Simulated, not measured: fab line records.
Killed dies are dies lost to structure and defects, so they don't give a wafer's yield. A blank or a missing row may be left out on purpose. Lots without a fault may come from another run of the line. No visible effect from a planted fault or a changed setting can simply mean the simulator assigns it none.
Struck lot and sound lot, side by side / flow rit cmos / 42 out of 202 route steps
Sound: these wafers, L425.4, L425.5, L425.6. Wafers L437.2, L437.3, L437.4 were the ones struck. Last of all comes the cause.
For every step that has rows: the tool of each side, followed by ch and its chambers, followed by its first start. Under that, the readings that differ: sound wafers / struck wafers / difference of the means / sigmas: that difference in standard deviations of wafers without a fault.
alike: a reading whose means differ by less than 2 such deviations, as well as words and numbers matching on both sides. not compared: withheld readings; readings where some wafer has no value; bounds like >300 that might hide an equal value; numbers whose values overlap and for which the record gives no deviation.
A row with sigmas, a row that says differs or no value, or rows on one side alone: a step with any of these is where the two part. Numbers that have no deviation but don't overlap get no sigmas and don't part them. A reading that every wafer of one side lacks parts them only if that side has two wafers or more.

first, 2 steps without rows for these wafers: RIT_NWELL_HARDBAKE_07 (time 120 s); RIT_NWELL_IMPLANT_08.
RIT_NWELL_STRIP_09: strips in O2, time 180 s.
  sound on plasma asher-01 ch 0,1, day 2 11:48; struck on plasma asher-01 ch 0,1, day 5 01:48
  alike: chamber pressure mTorr, drypump motor current A, o2 flow sccm
  not compared: rf hours counter h
RIT_NWELL_TW_MEAS_10:
  struck on film metro-02, day 5 01:59; sound on film metro-02, day 2 11:57
  alike: NWELL_TW
then, 6 steps without rows for these wafers: RIT_PWELL_HMDS_00 (prime time 60 s); RIT_PWELL_COAT_01 (resist thk 1300 nm); RIT_PWELL_SOFTBAKE_02 (time 60 s); RIT_PWELL_EXPOSE_03 (exposes mask M3, target cd 43700 nm); RIT_PWELL_PEB_04; RIT_PWELL_DEVELOP_05 (develop time 68 s).
RIT_PWELL_OVL_MEAS_06:
  struck on overlay-01, day 5 03:16; sound on overlay-02, day 2 12:53
  alike: PWELL_OVL
then, 1 step without rows for these wafers: RIT_PWELL_HARDBAKE_07 (time 120 s).
RIT_PWELL_IMPLANT_08:
  sound on implanter-01 ch 0, day 2 13:13; struck on implanter-04 ch 0, day 5 03:40
reading=dose ions cm2; sound=7.016e+13 6.997e+13 7.003e+13; struck=7.707e+13 7.712e+13 7.692e+13; difference=+6.983e+12; sigmas=+99 or more
reading=faraday current uA; sound=218 231 222; struck=248 251 248; difference=+25; sigmas=+6
RIT_PWELL_STRIP_09: strips in O2, time 180 s.
  sound on plasma asher-03 ch 0,1, day 2 13:21; struck on plasma asher-02 ch 0,1, day 5 03:48
  alike: chamber pressure mTorr, drypump motor current A, o2 flow sccm
  not compared: rf hours counter h
RIT_PWELL_TW_MEAS_10:
  struck on film metro-02, day 5 04:13; sound on film metro-01, day 2 13:30
reading=PWELL_TW; sound=957 958 958; struck=977 979 983; difference=+22; sigmas=+3
  not compared: hold
RIT_WELLDRIVE_RS_MEAS_01: measurement is done with a four-point probe.
  struck on film metro-01, day 5 11:40; sound on film metro-02, day 2 18:46
  alike: NWELL_RS
RIT_WELLDRIVE_RS_MEAS_02: measurement is done with a four-point probe.
  struck on film metro-01, day 5 12:05; sound on film metro-02, day 2 18:53
reading=PWELL_RS (ohm/sq); sound=431.4 431.0 430.6; struck=404.9 403.8 404.0; difference=-26.8; sigmas=-24
  not compared: hold
then, 5 steps without rows for these wafers: RIT_NRETRO_COAT_01 (resist thk 1319 nm); RIT_NRETRO_SOFTBAKE_02 (time 60 s); RIT_NRETRO_EXPOSE_03 (exposes mask M4, target cd 43900 nm); RIT_NRETRO_PEB_04; RIT_NRETRO_DEVELOP_05 (develop time 68 s).
RIT_NRETRO_OVL_MEAS_06:
  struck on overlay-01, day 5 18:00; sound on overlay-02, day 2 19:58
  alike: NRETRO_OVL
then, 2 steps without rows for these wafers: RIT_NRETRO_HARDBAKE_07 (time 120 s); RIT_NRETRO_IMPLANT_08.
RIT_NRETRO_STRIP_09: strips in O2, time 180 s.
  sound on plasma asher-02 ch 0,1, day 2 20:27; struck on plasma asher-01 ch 0,1, day 5 21:45
  alike: chamber pressure mTorr, drypump motor current A, o2 flow sccm
  not compared: rf hours counter h
RIT_NRETRO_TW_MEAS_10:
  struck on film metro-01, day 5 21:56; sound on film metro-04, day 2 20:56
  alike: NRETRO_TW
then, 6 steps without rows for these wafers: RIT_PRETRO_HMDS_00 (prime time 60 s); RIT_PRETRO_COAT_01 (resist thk 1300 nm); RIT_PRETRO_SOFTBAKE_02 (time 60 s); RIT_PRETRO_EXPOSE_03 (exposes mask M5, target cd 43700 nm); RIT_PRETRO_PEB_04; RIT_PRETRO_DEVELOP_05 (develop time 68 s).
RIT_PRETRO_OVL_MEAS_06:
  struck on overlay-01, day 5 23:07; sound on overlay-01, day 2 21:52
reading=PRETRO_OVL (nm); sound=0.3 0.4 0.7; struck=-2.9 -2.5 -1.9; difference=-2.9; sigmas=-3
then, 2 steps without rows for these wafers: RIT_PRETRO_HARDBAKE_07 (time 120 s); RIT_PRETRO_IMPLANT_08.
RIT_PRETRO_STRIP_09: strips in O2, time 180 s.
  sound on plasma asher-03 ch 0,1, day 2 22:20; struck on plasma asher-02 ch 0,1, day 5 23:38
reading=o2 flow sccm (sccm); sound=4025 4013 4013; struck=3994 3988 3997; difference=-24; sigmas=-2
  alike: chamber pressure mTorr, drypump motor current A
  not compared: rf hours counter h
RIT_PRETRO_TW_MEAS_10:
  struck on film metro-02, day 5 23:49; sound on film metro-04, day 2 22:29
  alike: PRETRO_TW
then, 2 steps without rows for these wafers: RIT_GATE_WET_ETCH_00 (etches SiO2 in BOE, target depth 56 nm, time 60 s); RIT_GATE_CLEAN_01 (cleans in SC1, time 600 s).
RIT_GATE_OXIDATION_05: target thk 3 nm, ox time 270 s.
  sound on furnace-03 ch 0, day 2 23:16; struck on furnace-04 ch 0, day 6 00:53
  not compared: model.SiO2_of_GATE_OXIDATION_05.thk nm
RIT_M1_PROBE_99:
  record: rows for the struck wafers here (prober-01, day 7 05:17), none for the sound ones

== WHERE THEY PART ==
At RIT_PWELL_IMPLANT_08 first; at RIT_M1_PROBE_99 last (within this record only).

WHY: what the simulator had put in
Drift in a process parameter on implanter-04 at RIT_PWELL_IMPLANT_08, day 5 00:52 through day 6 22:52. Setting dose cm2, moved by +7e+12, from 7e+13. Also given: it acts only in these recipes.
